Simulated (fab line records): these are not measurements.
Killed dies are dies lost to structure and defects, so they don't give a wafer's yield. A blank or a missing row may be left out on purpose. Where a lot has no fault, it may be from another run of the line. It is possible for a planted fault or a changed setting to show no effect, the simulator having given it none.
Which of the tools did it?	flow rit_cmos	route of 202 steps, sampled at 1 step: 6 lots, 18 wafers

== WHAT EACH GAUGE READ, for each wafer ==
RIT_ACTIVE_CD_MEAS_11 targets a cd of 1400 nm.
lot	measured	on	cd_nm (nm)
L897	day 2 00:29	cd_sem-01	1401.3 1402.0 1402.6
L899	day 2 10:35	cd_sem-01	1400.4 1398.9 1403.2
L901	day 2 20:35	cd_sem-01	1400.5 1400.7 1399.4
L912	day 5 05:26	cd_sem-02	1401.9 1401.9 1404.5
L914	day 5 13:35	cd_sem-02	1397.6 1399.5 1396.4
L916	day 5 23:40	cd_sem-01	1400.9 1400.2 1401.6

== WHICH TOOL RAN EACH LOT (tool, then ch and the chambers of the sampled wafers, then the start) ==
Before these readings, the record contains no process step.

== THE ANSWER, worked out from the rows above alone ==
Rule: what is usual is taken from the lots themselves. Put in order of their means at a reading, lots are off if they are a third of the lots or fewer, leave a main group of 4 or more, and stand apart from it by a gap of 3 or more times the standard deviation of the main group's means; of several such gaps the widest counts. The tables above print the reading to a certain number of digits; a main group whose means all agree to those digits is not used. Also off: a lot with no number at a reading for which 4 or more lots have one. All remaining lots with rows at the step are treated as sound.
Nothing can be told from this: no lot is off at any reading shown.

== WHAT THE SIMULATOR PUT IN ==
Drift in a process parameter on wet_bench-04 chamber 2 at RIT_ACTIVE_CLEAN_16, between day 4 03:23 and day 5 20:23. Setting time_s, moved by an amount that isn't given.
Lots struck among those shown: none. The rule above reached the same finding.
